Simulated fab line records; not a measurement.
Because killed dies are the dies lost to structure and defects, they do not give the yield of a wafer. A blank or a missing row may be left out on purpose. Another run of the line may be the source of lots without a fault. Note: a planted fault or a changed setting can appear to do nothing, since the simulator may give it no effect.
fab line records    flow ritCmos
[record] lots = 5  wafers = 23
route steps=202 shown ACTIVE@4 FOX1@20 PWELL@40 WELLDRIVE@50 NRETRO@54 PRETRO@72
startH: the number of hours between the record's first day and the start of the first shown wafer of the lot    waitH: how many hours have passed since the lot's step before this one    " same as the row above    L1.1+2: one row covering several wafers at once    - no value, or no start given    * or withheld: withheld    < > ~ a bound
route shown NAME@n: names a module that has steps shown in the file, with the first one's number in the route    usual: mean and standard deviation over wafers with no fault    same: alike in all rows    chamber/n: place in a boat    sites: readings site by site    _std_site: how widely they spread, as a standard deviation    _edge_site: mean of outer sites minus mean of inner sites    radiusMm: how far each site lies from the wafer's centre    mask NAME#n: copy n    behind: the last tool/chamber to shape the wafer    hold: why the lot was held/for how many hours/how that ended    device: names the non-switching transistor (n, p or np)    end of line: at the end of the route, the tests of the same wafers    a step with no rows: only its recipe    killed: at the first sort, the dies lost to defects and structure; wafer yield is something else    map: shows each die of a wafer: x if killed, . if not, _ if none is there
set.NAME: the setting the step ran with; set.NAME@STEP: the setting that earlier step ran with    model.NAME: the simulator's own value behind a step, which no gauge read
lots where settings were altered on purpose, with a table for each step and a row for each wafer
[[steps]]
[step RIT_ACTIVE_CVD_03]
[recipe] material = Si3N4  targetThkNm = 150  tempC = 810  precursor = SiH2Cl2/NH3  timeS = 1500  pressureMtorr = 300  sih2cl2FlowSccm = 60  nh3FlowSccm = 150
lot.wafer  tool      chamber  startH  waitH  set.pressureMtorr  model.Si3N4_of_ACTIVE_CVD_03.thkNm
L078.1     -         -        -       0.1    329                154.9
L078.2     "         -        "       "      329                153.6
L078.3     "         -        "       "      329                154.6
L078.4     "         -        "       "      329                154.5
L078.6     "         -        "       "      329                154.4
L080.1     -         -        -       0.1    344.6              156
L080.2     "         -        "       "      344.6              155.6
L080.3+4   "         -        "       "      344.6              156.3
L080.5     "         -        "       "      344.6              156.1
L081.1     -         -        -       0.1    300                149.1
L081.2     "         -        "       "      300                148.2
L081.4     "         -        "       "      300                148.4
L081.5     "         -        "       "      300                147.6
L081.6     "         -        "       "      300                148.3
L082.1     -         -        -       0.1    334.8              153.6
L082.2     "         -        "       "      334.8              154.8
L082.3     "         -        "       "      334.8              153.8
L082.4     "         -        "       "      334.8              154.2
L082.5     "         -        "       "      334.8              155.2
L085.3     lpcvd-01  1        67.21   0.0    300                148.1
L085.5     "         1        "       "      300                150.7
L085.6     "         1        "       "      300                148.7
[step RIT_ACTIVE_THK_MEAS_04]
[recipe] reads = Si3N4_of_ACTIVE_CVD_03
[usual] ACTIVE_NITRIDE_THK = 150.5/1.4
lot.wafer  tool          chamber  startH  waitH  set.pressureMtorr@ACTIVE_CVD_03  ACTIVE_NITRIDE_THK[nm]
L078.1     filmMetro-01  -        -       -      329                              155.0
L078.2     "             -        "       "      329                              153.6
L078.3     "             -        "       "      329                              154.5
L078.4     "             -        "       "      329                              154.5
L078.6     "             -        "       "      329                              154.4
L080.1     filmMetro-04  -        -       -      344.6                            156.0
L080.2     "             -        "       "      344.6                            155.6
L080.3     "             -        "       "      344.6                            156.4
L080.4     "             -        "       "      344.6                            156.3
L080.5     "             -        "       "      344.6                            156.2
L081.1     filmMetro-01  -        -       -      300                              149.1
L081.2     "             -        "       "      300                              148.3
L081.4     "             -        "       "      300                              148.5
L081.5     "             -        "       "      300                              147.7
L081.6     "             -        "       "      300                              148.2
L082.1     filmMetro-04  -        -       -      334.8                            153.6
L082.2     "             -        "       "      334.8                            154.8
L082.3     "             -        "       "      334.8                            153.8
L082.4     "             -        "       "      334.8                            154.2
L082.5     "             -        "       "      334.8                            155.1
L085.3     filmMetro-02  -        68.64   0.0    300                              148.2
L085.5     "             -        "       "      300                              150.5
L085.6     "             -        "       "      300                              148.7
[step RIT_ACTIVE_COAT_06]
[recipe] resist = NOVOLAK  spinRpm = 3250  resistThkNm = 1000
lot.wafer  tool           chamber  startH  waitH  set.resistThkNm  model.NOVOLAK_of_ACTIVE_COAT_06.thkNm
L078.1     lithoTrack-01  0        33.74   0.1    1000             997.7
L078.2+6   "              0        "       "      1019             1019
L078.3     "              0        "       "      1000             997.2
L078.4     "              0        "       "      1000             1001
L080.1     lithoTrack-02  0        43.84   0.1    1000             997.8
L080.2     "              0        "       "      945.2            944.8
L080.3     "              0        "       "      945.2            942.6
L080.4     "              0        "       "      1000             995.7
L080.5     "              0        "       "      945.2            942.4
L081.1     lithoTrack-01  0        48.74   0.1    951.5            955.3
L081.2     "              0        "       "      951.5            952.5
L081.4     "              0        "       "      1000             999.3
L081.5     "              0        "       "      1000             1000
L081.6     "              0        "       "      951.5            953.1
L082.1     lithoTrack-01  0        54.30   0.1    1000             1003
L082.2     "              0        "       "      978              976.5
L082.3     "              0        "       "      1000             1002
L082.4     "              0        "       "      978              979.7
L082.5     "              0        "       "      978              982.4
L085.3     lithoTrack-02  0        68.88   0.1    1000             999.2
L085.5     "              0        "       "      1000             998.7
L085.6     "              0        "       "      1000             1002
[step RIT_ACTIVE_SOFTBAKE_07]
[recipe] resist = NOVOLAK  tempC = 90  timeS = 60
[step RIT_ACTIVE_EXPOSE_08]
[recipe] maskId = M1  na = 0.6  sourceShape = conventional  sigmaOuter = 0.6  targetCdNm = 1400  doseMj = 225
[step RIT_ACTIVE_DEVELOP_10]
[recipe] resist = NOVOLAK  developTimeS = 50  devTempC = 23
[step RIT_ACTIVE_HARDBAKE_12]
[recipe] resist = NOVOLAK  tempC = 140  timeS = 60
lot.wafer  tool           chamber  startH  waitH  set.resistThkNm@ACTIVE_COAT_06  model.NOVOLAK_of_ACTIVE_COAT_06.thkNm
L078.1     lithoTrack-02  0        34.68   0.1    1000                            881.8
L078.2     "              0        "       "      1019                            900.7
L078.3     "              0        "       "      1000                            881.3
L078.4     "              0        "       "      1000                            884.2
L078.6     "              0        "       "      1019                            900.1
L080.1     lithoTrack-01  0        44.66   0.1    1000                            881.8
L080.2     "              0        "       "      945.2                           835.5
L080.3     "              0        "       "      945.2                           833.5
L080.4     "              0        "       "      1000                            880
L080.5     "              0        "       "      945.2                           833.4
L081.1     lithoTrack-04  0        49.68   0.1    951.5                           844.6
L081.2     "              0        "       "      951.5                           842.2
L081.4     "              0        "       "      1000                            883.1
L081.5     "              0        "       "      1000                            883.8
L081.6     "              0        "       "      951.5                           842.8
L082.1     lithoTrack-02  0        55.12   0.1    1000                            886.7
L082.2     "              0        "       "      978                             863.2
L082.3     "              0        "       "      1000                            885.4
L082.4     "              0        "       "      978                             866
L082.5     "              0        "       "      978                             868.4
L085.3     lithoTrack-01  0        69.83   0.1    1000                            883.1
L085.5     "              0        "       "      1000                            882.6
L085.6     "              0        "       "      1000                            885.1
[step RIT_ACTIVE_ETCH_13]
[recipe] stopOn = SiO2  chemistry = SF6  target = Si3N4  timeS = 210  overEtchFrac = 0.4  SF6_flow_sccm = 200  pressureMtorr = 260  rfW = 125  targetDepthA = 2100
lot.wafer  tool        chamber  startH  waitH  set.pressureMtorr@ACTIVE_CVD_03  set.resistThkNm@ACTIVE_COAT_06  model.NOVOLAK_of_ACTIVE_COAT_06.thkNm  model.etch.depthNm
L078.1     rieDiel-01  0        34.83   0.1    329                              1000                            656.2                                  -
L078.2     "           3        "       "      329                              1019                            668.8                                  -
L078.3     "           2        "       "      329                              1000                            663                                    154.6
L078.4     "           1        "       "      329                              1000                            651.1                                  154.5
L078.6     "           2        "       "      329                              1019                            679.8                                  154.4
L080.1     rieDiel-04  0        44.81   0.1    344.6                            1000                            643.9                                  156
L080.2     "           3        "       "      344.6                            945.2                           602.7                                  -
L080.3     "           2        "       "      344.6                            945.2                           596                                    156.3
L080.4     "           1        "       "      344.6                            1000                            641.2                                  -
L080.5     "           2        "       "      344.6                            945.2                           594.8                                  156.1
L081.1     rieDiel-04  2        49.83   0.1    300                              951.5                           607.9                                  -
L081.2     "           3        "       "      300                              951.5                           612.6                                  148.2
L081.4     "           1        "       "      300                              1000                            647                                    -
L081.5     "           0        "       "      300                              1000                            647.8                                  147.6
L081.6     "           3        "       "      300                              951.5                           611                                    -
L082.1     rieDiel-04  0        55.27   0.1    334.8                            1000                            651.7                                  153.6
L082.2     "           1        "       "      334.8                            978                             630.5                                  -
L082.3     "           2        "       "      334.8                            1000                            651.4                                  -
L082.4     "           3        "       "      334.8                            978                             636.8                                  -
L082.5     "           0        "       "      334.8                            978                             635.5                                  155.2
L085.3     rieDiel-04  1        69.93   0.1    300                              1000                            647.6                                  148.1
L085.5     "           2        "       "      300                              1000                            648.8                                  150.7
L085.6     "           3        "       "      300                              1000                            654.6                                  148.7
[step RIT_ACTIVE_CLEAN_16]
[recipe] chemistry = dHF  dilution = 50:1  timeS = 30
lot.wafer  tool         chamber  startH  waitH  set.timeS  set.pressureMtorr@ACTIVE_CVD_03  model.Si3N4_of_ACTIVE_CVD_03.thkNm
L078.1     -            -        -       0.0    27.14      329                              154.2
L078.2     "            -        "       "      27.14      329                              152.9
L078.3     "            -        "       "      27.14      329                              153.8
L078.4     "            -        "       "      27.14      329                              153.7
L078.6     "            -        "       "      27.14      329                              153.6
L080.1     -            -        -       0.0    31.8       344.6                            155.1
L080.2     "            -        "       "      31.8       344.6                            154.7
L080.3     "            -        "       "      31.8       344.6                            155.5
L080.4     "            -        "       "      31.8       344.6                            155.4
L080.5     "            -        "       "      31.8       344.6                            155.2
L081.1     -            -        -       0.0    30         300                              148.3
L081.2+6   "            -        "       "      30         300                              147.4
L081.4     "            -        "       "      30         300                              147.6
L081.5     "            -        "       "      30         300                              146.8
L082.1     -            -        -       0.0    30         334.8                            152.7
L082.2     "            -        "       "      30         334.8                            154
L082.3     "            -        "       "      30         334.8                            153
L082.4     "            -        "       "      30         334.8                            153.3
L082.5     "            -        "       "      30         334.8                            154.4
L085.3     wetBench-03  0        70.53   0.0    30         300                              147.3
L085.5     "            0        "       "      30         300                              149.8
L085.6     "            0        "       "      30         300                              147.9
[step RIT_FOX1_OXIDATION_00]
[recipe] tempC = 1100  ambient = H2O  targetThkA = 3507  pH2oTorr = 720  oxTimeS = 1130
lot.wafer  tool        chamber  startH  waitH  set.tempC  set.pressureMtorr@ACTIVE_CVD_03  model.SiO2_of_FOX1_OXIDATION_00.thkNm  model.Si3N4_of_ACTIVE_CVD_03.thkNm
L078.1     -           -        -       1.4    1100       329                              352.1                                  147.5
L078.2     "           -        "       "      1100       329                              350.4                                  146.3
L078.3     "           -        "       "      1100       329                              352.6                                  147.2
L078.4     "           -        "       "      1100       329                              357.3                                  147.1
L078.6     "           -        "       "      1100       329                              349.1                                  147
L080.1     -           -        -       1.0    1081       344.6                            318.2                                  149.1
L080.2     "           -        "       "      1081       344.6                            318.4                                  148.7
L080.3     "           -        "       "      1081       344.6                            309.3                                  149.5
L080.4     "           -        "       "      1081       344.6                            319.5                                  149.4
L080.5     "           -        "       "      1081       344.6                            311.9                                  149.2
L081.1     -           -        -       0.1    1082       300                              324.4                                  142.3
L081.2     "           -        "       "      1082       300                              319                                    141.3
L081.4     "           -        "       "      1082       300                              326                                    141.6
L081.5     "           -        "       "      1082       300                              320.6                                  140.8
L081.6     "           -        "       "      1082       300                              318.9                                  141.4
L082.1     -           -        -       0.9    1080       334.8                            322.5                                  146.8
L082.2     "           -        "       "      1080       334.8                            321.9                                  148
L082.3     "           -        "       "      1080       334.8                            317.4                                  147
L082.4     "           -        "       "      1080       334.8                            312.9                                  147.3
L082.5     "           -        "       "      1080       334.8                            318.4                                  148.4
L085.3     furnace-04  0        71.01   0.3    1100       300                              349.4                                  140.7
L085.5     "           0        "       "      1100       300                              348.8                                  143.2
L085.6     "           0        "       "      1100       300                              347                                    141.3
[step RIT_FOX1_THK_MEAS_01]
[recipe] reads = SiO2_of_FOX1_OXIDATION_00
[usual] FOX1_OXIDE_THK = 349/5.2
lot.wafer  tool          chamber  startH  waitH  set.tempC@FOX1_OXIDATION_00  FOX1_OXIDE_THK[nm]
L078.1     filmMetro-04  -        -       -      1100                         352
L078.2     "             -        "       "      1100                         350
L078.3     "             -        "       "      1100                         353
L078.4     "             -        "       "      1100                         357
L078.6     "             -        "       "      1100                         349
L080.1     filmMetro-01  -        -       -      1081                         318
L080.2     "             -        "       "      1081                         318
L080.3     "             -        "       "      1081                         310
L080.4     "             -        "       "      1081                         320
L080.5     "             -        "       "      1081                         312
L081.1     filmMetro-04  -        -       -      1082                         325
L081.2     "             -        "       "      1082                         319
L081.4     "             -        "       "      1082                         326
L081.5     "             -        "       "      1082                         321
L081.6     "             -        "       "      1082                         319
L082.1     filmMetro-03  -        -       -      1080                         323
L082.2     "             -        "       "      1080                         322
L082.3     "             -        "       "      1080                         318
L082.4     "             -        "       "      1080                         313
L082.5     "             -        "       "      1080                         318
L085.3     filmMetro-01  -        72.34   0.0    1100                         349
L085.5     "             -        "       "      1100                         349
L085.6     "             -        "       "      1100                         347
[step RIT_PWELL_COAT_01]
[recipe] resist = NOVOLAK  spinRpm = 2000  resistThkNm = 1300
lot.wafer  tool           chamber  startH  waitH  set.resistThkNm  model.NOVOLAK_of_PWELL_COAT_01.thkNm
L078.1+3   lithoTrack-04  0        42.62   0.1    1300             1301
L078.2     "              0        "       "      1324             1322
L078.4+6   "              0        "       "      1324             1328
L080.1     lithoTrack-01  0        53.58   0.1    1275             1273
L080.2+5   "              0        "       "      1300             1300
L080.3     "              0        "       "      1275             1274
L080.4     "              0        "       "      1275             1275
L081.1+5   lithoTrack-01  0        56.42   0.1    1300             1307
L081.2     "              0        "       "      1368             1371
L081.4     "              0        "       "      1368             1373
L081.6     "              0        "       "      1368             1379
L082.1     lithoTrack-03  0        62.58   0.1    1300             1302
L082.2+5   "              0        "       "      1300             1304
L082.3     "              0        "       "      1300             1301
L082.4     "              0        "       "      1300             1300
L085.3     lithoTrack-03  0        76.93   0.1    1300             1301
L085.5     "              0        "       "      1300             1303
L085.6     "              0        "       "      1300             1302
[step RIT_PWELL_SOFTBAKE_02]
[recipe] resist = NOVOLAK  tempC = 90  timeS = 60
[step RIT_PWELL_EXPOSE_03]
[recipe] maskId = M3  na = 0.57  targetCdNm = 43700  doseMj = 250
[step RIT_PWELL_DEVELOP_05]
[recipe] resist = NOVOLAK  developTimeS = 68  devTempC = 23
[step RIT_PWELL_HARDBAKE_07]
[recipe] resist = NOVOLAK  tempC = 140  timeS = 120
lot.wafer  tool           chamber  startH  waitH  set.resistThkNm@PWELL_COAT_01  model.NOVOLAK_of_PWELL_COAT_01.thkNm
L078.1     lithoTrack-01  0        43.51   0.0    1300                           1137
L078.2     "              0        "       "      1324                           1155
L078.3     "              0        "       "      1300                           1138
L078.4+6   "              0        "       "      1324                           1161
L080.1     lithoTrack-04  0        54.35   0.0    1275                           1113
L080.2+5   "              0        "       "      1300                           1137
L080.3+4   "              0        "       "      1275                           1115
L081.1+5   lithoTrack-04  0        57.19   0.0    1300                           1143
L081.2     "              0        "       "      1368                           1198
L081.4     "              0        "       "      1368                           1200
L081.6     "              0        "       "      1368                           1204
L082.1     lithoTrack-03  0        63.35   0.0    1300                           1139
L082.2+5   "              0        "       "      1300                           1140
L082.3     "              0        "       "      1300                           1138
L082.4     "              0        "       "      1300                           1137
L085.3     lithoTrack-04  0        77.73   0.1    1300                           1138
L085.5+6   "              0        "       "      1300                           1139
[step RIT_PWELL_IMPLANT_08]
[recipe] species = B  energyKev = 170  doseCm2 = 7e+13  tiltDeg = 7
lot.wafer       tool          chamber  startH  waitH  set.doseCm2
L078.1+4        implanter-04  0        43.76   0.2    7e+13
L078.2+3+6      "             0        "       "      6.845e+13
L080.1+2+5      implanter-03  0        54.60   0.2    6.766e+13
L080.3+4        "             0        "       "      7e+13
L081.1+2+4+5+6  implanter-02  0        57.44   0.2    7e+13
L082.1+2+3      implanter-04  0        63.60   0.2    7e+13
L082.4+5        "             0        "       "      7.193e+13
L085.3+5+6      implanter-04  0        77.94   0.2    7e+13
[step RIT_PWELL_STRIP_09]
[recipe] chemistry = O2  timeS = 180  resist = NOVOLAK  platenTempC = withheld  powerW = 500  pressureMtorr = 4000  o2FlowSccm = 4000
[step RIT_WELLDRIVE_ANNEAL_00]
[recipe] tempC = 1100  timeS = 14700  ambient = N2
[step RIT_WELLDRIVE_RS_MEAS_02]
[recipe] thkMeasGauge = four-point-probe
[usual] PWELL_RS = 428.8/1.1
lot.wafer  tool          chamber  startH  waitH  set.doseCm2@PWELL_IMPLANT_08  PWELL_RS[ohm/sq]
L078.1     filmMetro-03  -        49.35   0.1    7e+13                         428.8
L078.2     "             -        "       "      6.845e+13                     435.4
L078.3     "             -        "       "      6.845e+13                     434.4
L078.4     "             -        "       "      7e+13                         428.8
L078.6     "             -        "       "      6.845e+13                     435.3
L080.1     filmMetro-01  -        60.19   0.1    6.766e+13                     437.4
L080.2     "             -        "       "      6.766e+13                     438.1
L080.3     "             -        "       "      7e+13                         428.5
L080.4     "             -        "       "      7e+13                         428.1
L080.5     "             -        "       "      6.766e+13                     437.1
L081.1     filmMetro-03  -        63.03   0.1    7e+13                         427.5
L081.2     "             -        "       "      7e+13                         429.3
L081.4     "             -        "       "      7e+13                         428.6
L081.5     "             -        "       "      7e+13                         428.3
L081.6     "             -        "       "      7e+13                         428.6
L082.1     filmMetro-01  -        69.19   0.1    7e+13                         431.4
L082.2     "             -        "       "      7e+13                         430.3
L082.3     "             -        "       "      7e+13                         430.0
L082.4     "             -        "       "      7.193e+13                     422.3
L082.5     "             -        "       "      7.193e+13                     424.4
L085.3     filmMetro-03  -        84.73   0.1    7e+13                         428.5
L085.5     "             -        "       "      7e+13                         429.2
L085.6     "             -        "       "      7e+13                         427.2
[step RIT_NRETRO_COAT_01]
[recipe] resist = NOVOLAK  spinRpm = 2000  resistThkNm = 1300
lot.wafer   tool           chamber  startH  waitH  set.spinRpm  model.NOVOLAK_of_NRETRO_COAT_01.thkNm
L078.1      lithoTrack-03  0        49.62   0.1    2000         1297
L078.2      "              0        "       "      1923         1322
L078.3      "              0        "       "      2000         1300
L078.4      "              0        "       "      1923         1328
L078.6      "              0        "       "      2000         1301
L080.1+3+4  lithoTrack-03  0        60.46   0.1    2000         1302
L080.2      "              0        "       "      2000         1301
L080.5      "              0        "       "      2000         1299
L081.1      lithoTrack-04  0        63.30   0.1    2000         1300
L081.2+4    "              0        "       "      2000         1297
L081.5      "              0        "       "      2000         1296
L081.6      "              0        "       "      2000         1298
L082.1      lithoTrack-04  0        69.46   0.1    2146         1254
L082.2      "              0        "       "      2000         1303
L082.3      "              0        "       "      2000         1301
L082.4      "              0        "       "      2000         1300
L082.5      "              0        "       "      2146         1253
L085.3      lithoTrack-03  0        85.01   0.1    2000         1302
L085.5      "              0        "       "      2000         1301
L085.6      "              0        "       "      2000         1304
[step RIT_NRETRO_SOFTBAKE_02]
[recipe] resist = NOVOLAK  tempC = 90  timeS = 60
[step RIT_NRETRO_EXPOSE_03]
[recipe] maskId = M4  na = 0.57  targetCdNm = 43900  doseMj = 250
[step RIT_NRETRO_DEVELOP_05]
[recipe] resist = NOVOLAK  developTimeS = 68  devTempC = 23
[step RIT_NRETRO_HARDBAKE_07]
[recipe] resist = NOVOLAK  tempC = 140  timeS = 120
lot.wafer   tool           chamber  startH  waitH  set.spinRpm@NRETRO_COAT_01  model.NOVOLAK_of_NRETRO_COAT_01.thkNm
L078.1      lithoTrack-04  0        50.39   0.0    2000                        1134
L078.2      "              0        "       "      1923                        1156
L078.3      "              0        "       "      2000                        1137
L078.4      "              0        "       "      1923                        1161
L078.6      "              0        "       "      2000                        1138
L080.1+3+4  lithoTrack-04  0        61.22   0.0    2000                        1139
L080.2      "              0        "       "      2000                        1138
L080.5      "              0        "       "      2000                        1136
L081.1      lithoTrack-04  0        64.19   0.0    2000                        1136
L081.2+6    "              0        "       "      2000                        1135
L081.4+5    "              0        "       "      2000                        1134
L082.1+5    lithoTrack-04  0        70.35   0.0    2146                        1097
L082.2      "              0        "       "      2000                        1139
L082.3      "              0        "       "      2000                        1138
L082.4      "              0        "       "      2000                        1137
L085.3      lithoTrack-04  0        85.81   0.1    2000                        1139
L085.5      "              0        "       "      2000                        1137
L085.6      "              0        "       "      2000                        1140
[step RIT_NRETRO_IMPLANT_08]
[recipe] species = P  energyKev = 70  doseCm2 = 1e+13  tiltDeg = 7
lot.wafer       tool          chamber  startH  waitH  set.doseCm2
L078.1+6        implanter-01  0        50.64   0.2    1e+13
L078.2+3+4      "             0        "       "      1.06e+13
L080.1+2+3+4+5  implanter-02  0        61.47   0.2    1e+13
L081.1+2+4+5+6  implanter-03  0        64.44   0.2    1e+13
L082.1+2+4      implanter-02  0        70.60   0.2    1e+13
L082.3+5        "             0        "       "      1.057e+13
L085.3+5+6      implanter-03  0        86.02   0.2    1e+13
[step RIT_NRETRO_STRIP_09]
[recipe] chemistry = O2  timeS = 180  resist = NOVOLAK  platenTempC = withheld  powerW = 500  pressureMtorr = 4000  o2FlowSccm = 4000
[step RIT_NRETRO_TW_MEAS_10]
[usual] NRETRO_TW = 1048/6.1
lot.wafer  tool          chamber  startH  waitH  set.doseCm2@NRETRO_IMPLANT_08  NRETRO_TW
L078.1     filmMetro-01  -        50.96   0.1    1e+13                          1039
L078.2     "             -        "       "      1.06e+13                       1061
L078.3     "             -        "       "      1.06e+13                       1061
L078.4     "             -        "       "      1.06e+13                       1061
L078.6     "             -        "       "      1e+13                          1043
L080.1     filmMetro-01  -        61.80   0.1    1e+13                          1044
L080.2     "             -        "       "      1e+13                          1043
L080.3     "             -        "       "      1e+13                          1051
L080.4     "             -        "       "      1e+13                          1041
L080.5     "             -        "       "      1e+13                          1045
L081.1     filmMetro-01  -        64.76   0.1    1e+13                          1037
L081.2     "             -        "       "      1e+13                          1046
L081.4     "             -        "       "      1e+13                          1035
L081.5     "             -        "       "      1e+13                          1038
L081.6     "             -        "       "      1e+13                          1043
L082.1     filmMetro-01  -        70.93   0.1    1e+13                          1044
L082.2     "             -        "       "      1e+13                          1045
L082.3     "             -        "       "      1.057e+13                      1068
L082.4     "             -        "       "      1e+13                          1041
L082.5     "             -        "       "      1.057e+13                      1061
L085.3     filmMetro-04  -        86.32   0.1    1e+13                          1050
L085.5     "             -        "       "      1e+13                          1049
L085.6     "             -        "       "      1e+13                          1058
[step RIT_PRETRO_IMPLANT_08]
[recipe] species = B  energyKev = 45  doseCm2 = 1.2e+13  tiltDeg = 7
lot.wafer       tool          chamber  startH  waitH  set.doseCm2
L078.1+4+6      implanter-03  0        52.19   0.2    1.177e+13
L078.2+3        "             0        "       "      1.2e+13
L080.1+2        implanter-03  0        63.03   0.2    1.2e+13
L080.3+4+5      "             0        "       "      1.272e+13
L081.1+4+6      implanter-01  0        65.99   0.2    1.2e+13
L081.2+5        "             0        "       "      1.152e+13
L082.1+2+3+4+5  implanter-01  0        72.28   0.2    1.2e+13
L085.3+5+6      implanter-01  0        87.82   0.2    1.2e+13
[step RIT_PRETRO_STRIP_09]
[recipe] chemistry = O2  timeS = 180  resist = NOVOLAK  platenTempC = withheld  powerW = 500  pressureMtorr = 4000  o2FlowSccm = 4000
[step RIT_PRETRO_TW_MEAS_10]
[usual] PRETRO_TW = 475.4/2.9
lot.wafer  tool          chamber  startH  waitH  set.doseCm2@PRETRO_IMPLANT_08  PRETRO_TW
L078.1     filmMetro-01  -        52.51   0.1    1.177e+13                      467.2
L078.2     "             -        "       "      1.2e+13                        470.3
L078.3     "             -        "       "      1.2e+13                        470.2
L078.4     "             -        "       "      1.177e+13                      466.7
L078.6     "             -        "       "      1.177e+13                      467.5
L080.1     filmMetro-03  -        63.35   0.1    1.2e+13                        478.8
L080.2     "             -        "       "      1.2e+13                        479.0
L080.3     "             -        "       "      1.272e+13                      486.6
L080.4     "             -        "       "      1.272e+13                      485.1
L080.5     "             -        "       "      1.272e+13                      483.6
L081.1     filmMetro-03  -        66.31   0.1    1.2e+13                        476.6
L081.2     "             -        "       "      1.152e+13                      471.0
L081.4     "             -        "       "      1.2e+13                        476.4
L081.5     "             -        "       "      1.152e+13                      469.5
L081.6     "             -        "       "      1.2e+13                        479.6
L082.1     filmMetro-04  -        72.60   0.1    1.2e+13                        475.5
L082.2     "             -        "       "      1.2e+13                        477.6
L082.3     "             -        "       "      1.2e+13                        476.4
L082.4     "             -        "       "      1.2e+13                        478.9
L082.5     "             -        "       "      1.2e+13                        476.8
L085.3     filmMetro-04  -        88.11   0.1    1.2e+13                        478.6
L085.5     "             -        "       "      1.2e+13                        476.3
L085.6     "             -        "       "      1.2e+13                        474.4
[[key]]
[split] step = RIT_ACTIVE_CVD_03  setting = pressureMtorr  stated = 300  by = lot
[response] step = RIT_ACTIVE_CVD_03  reading = model.Si3N4_of_ACTIVE_CVD_03.thkNm  change = +0.505  per = 1%  r = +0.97
[response] step = RIT_ACTIVE_THK_MEAS_04  reading = ACTIVE_NITRIDE_THK  change = +0.508  per = 1%  r = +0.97
[response] step = RIT_ACTIVE_ETCH_13  reading = model.etch.depthNm  change = +0.512  per = 1%  r = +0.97
[response] step = RIT_ACTIVE_CLEAN_16  reading = model.Si3N4_of_ACTIVE_CVD_03.thkNm  change = +0.504  per = 1%  r = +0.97
[response] step = RIT_FOX1_OXIDATION_00  reading = model.Si3N4_of_ACTIVE_CVD_03.thkNm  change = +0.517  per = 1%  r = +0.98
[split] step = RIT_ACTIVE_COAT_06  setting = resistThkNm  stated = 1000  by = wafer
[response] step = RIT_ACTIVE_COAT_06  reading = model.NOVOLAK_of_ACTIVE_COAT_06.thkNm  change = +9.77  per = 1%  r = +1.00
[response] step = RIT_ACTIVE_HARDBAKE_12  reading = model.NOVOLAK_of_ACTIVE_COAT_06.thkNm  change = +8.55  per = 1%  r = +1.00
[response] step = RIT_ACTIVE_ETCH_13  reading = model.NOVOLAK_of_ACTIVE_COAT_06.thkNm  change = +7.99  per = 1%  r = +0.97
[split] step = RIT_ACTIVE_CLEAN_16  setting = timeS  stated = 30  by = lot
response none clear
[split] step = RIT_FOX1_OXIDATION_00  setting = tempC  stated = 1100  by = lot
[response] step = RIT_FOX1_OXIDATION_00  reading = model.SiO2_of_FOX1_OXIDATION_00.thkNm  change = +18.6  per = 1%  r = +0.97
[response] step = RIT_FOX1_THK_MEAS_01  reading = FOX1_OXIDE_THK  change = +18.6  per = 1%  r = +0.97
[split] step = RIT_PWELL_COAT_01  setting = resistThkNm  stated = 1300  by = wafer
[response] step = RIT_PWELL_COAT_01  reading = model.NOVOLAK_of_PWELL_COAT_01.thkNm  change = +13  per = 1%  r = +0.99
[response] step = RIT_PWELL_HARDBAKE_07  reading = model.NOVOLAK_of_PWELL_COAT_01.thkNm  change = +11.2  per = 1%  r = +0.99
[split] step = RIT_PWELL_IMPLANT_08  setting = doseCm2  stated = 7e+13  by = wafer
[response] step = RIT_WELLDRIVE_RS_MEAS_02  reading = PWELL_RS  change = -2.74  per = 1%  r = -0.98
[split] step = RIT_NRETRO_COAT_01  setting = spinRpm  stated = 2000  by = wafer
[response] step = RIT_NRETRO_COAT_01  reading = model.NOVOLAK_of_NRETRO_COAT_01.thkNm  change = -6.57  per = 1%  r = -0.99
[response] step = RIT_NRETRO_HARDBAKE_07  reading = model.NOVOLAK_of_NRETRO_COAT_01.thkNm  change = -5.65  per = 1%  r = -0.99
[split] step = RIT_NRETRO_IMPLANT_08  setting = doseCm2  stated = 1e+13  by = wafer
[response] step = RIT_NRETRO_TW_MEAS_10  reading = NRETRO_TW  change = +3.56  per = 1%  r = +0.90
[split] step = RIT_PRETRO_IMPLANT_08  setting = doseCm2  stated = 1.2e+13  by = wafer
[response] step = RIT_PRETRO_TW_MEAS_10  reading = PRETRO_TW  change = +1.3  per = 1%  r = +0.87
